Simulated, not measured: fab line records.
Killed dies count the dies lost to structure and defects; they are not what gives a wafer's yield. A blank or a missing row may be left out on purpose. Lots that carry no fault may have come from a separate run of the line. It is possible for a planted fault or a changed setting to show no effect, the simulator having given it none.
A struck lot beside a sound one || flow berkeley cmos170 || 17 steps out of a route of 331
Sound: these wafers, L983.1, L983.3, L983.6. Struck: wafer L994.4 (left out: L994.1, L994.2 of the same lot, which were not struck); the cause appears at the end.
Each step with rows lists, per side, the tool, then ch with its chambers, then its first start. Under that, the readings that differ: sound wafers || struck wafers || difference of the means || sigmas: that difference in standard deviations of wafers without a fault.
alike: words and numbers the same on both sides, and readings whose means are apart by under 2 such deviations; not compared: readings that were withheld, readings missing a value for some wafer, numbers with overlapping values and no deviation given by the record, and bounds like >300 which may hide the same value.
The two part at a step that has a row with sigmas, a row that says differs or no value, or rows on one side only. Non-overlapping numbers with no deviation appear without sigmas and do not part them. A reading that every wafer of one side lacks parts them only if that side has two wafers or more.

first, 1 step without rows for these wafers: UCB170_NWELL_OXIDATION_01 (target thk 26.4 nm, ox time 1260 s).
UCB170_NWELL_THK_MEAS_02:
  sound on film metro-03 at day 2 03:32; struck on film metro-01 at day 4 14:36
  alike: NWELL_OXIDE_THK
then, 2 steps without rows for these wafers: UCB170_NWELL_ANNEAL_03 (time 900 s); UCB170_NWELL_CVD_04 (deposits Si3N4 from SiH2Cl2/NH3, target thk 224 nm, time 3360 s).
UCB170_NWELL_THK_MEAS_05:
  sound on film metro-01 at day 2 10:19; struck on film metro-01 at day 4 20:35
  alike: NWELL_NITRIDE_THK
then, 6 steps without rows for these wafers: UCB170_NWELL_HMDS_06 (prime time 60 s); UCB170_NWELL_COAT_07 (resist thk 900 nm); UCB170_NWELL_SOFTBAKE_08 (time 60 s); UCB170_NWELL_EXPOSE_09 (exposes mask NWELL, target cd 3000 nm); UCB170_NWELL_PEB_10; UCB170_NWELL_DEVELOP_11 (develop time 45 s).
UCB170_NWELL_OVL_MEAS_12:
  sound on overlay-02 at day 2 11:52; struck on overlay-01 at day 4 22:50
{"reading": "NWELL_OVL (nm)", "sound": "11 8 3", "struck": -3, "difference": -10, "sigmas": -2}
UCB170_NWELL_ETCH_13: etches Si3N4 in CH3F/Ar/O2, stops on SiO2, target depth 246.4 nm, time 154 s.
  sound on rie diel-01 ch 1,3, day 2 11:55; struck on rie diel-03 ch 3, day 4 22:52
{"reading": "rf fwd power W (W)", "sound": "446.8 448.7 447.2", "struck": 520.7, "difference": "+73.1", "sigmas": "+52"}
{"reading": "model.KrF_of_NWELL_COAT_07.thk nm (nm)", "sound": "721.4 718.2 719.4", "struck": 711.2, "difference": -8.5, "sigmas": ""}
  alike: drypump motor current A, oes product au, throttle valve pct
  not compared: rf hours counter h
next, for these wafers, 1 step has no rows: UCB170_NWELL_IMPLANT_14.
UCB170_NWELL_STRIP_15: strips in O2.
  sound on plasma asher-04 ch 0,1, day 2 12:10; struck on plasma asher-04 ch 0, day 4 23:07
{"reading": "strip time to endpoint s (s)", "sound": "18.02 17.93 17.95", "struck": 17.77, "difference": -0.20, "sigmas": -3}
  alike: drypump motor current A, oes product au
  not compared: rf hours counter h
UCB170_NWELL_TW_MEAS_16:
  sound on film metro-01 at day 2 12:16; struck on film metro-03 at day 4 23:13
{"reading": "NWELL_TW", "sound": "1276 1278 1276", "struck": 1231, "difference": -46, "sigmas": -2}
UCB170_M3_PROBE_99:
  sound wafers here have rows in the record (prober-02, day 7 22:26); struck ones have none

== WHERE THEY PART ==
At UCB170_NWELL_OVL_MEAS_12 first; at UCB170_M3_PROBE_99 last (within this record only).

WHY: the cause the simulator had injected
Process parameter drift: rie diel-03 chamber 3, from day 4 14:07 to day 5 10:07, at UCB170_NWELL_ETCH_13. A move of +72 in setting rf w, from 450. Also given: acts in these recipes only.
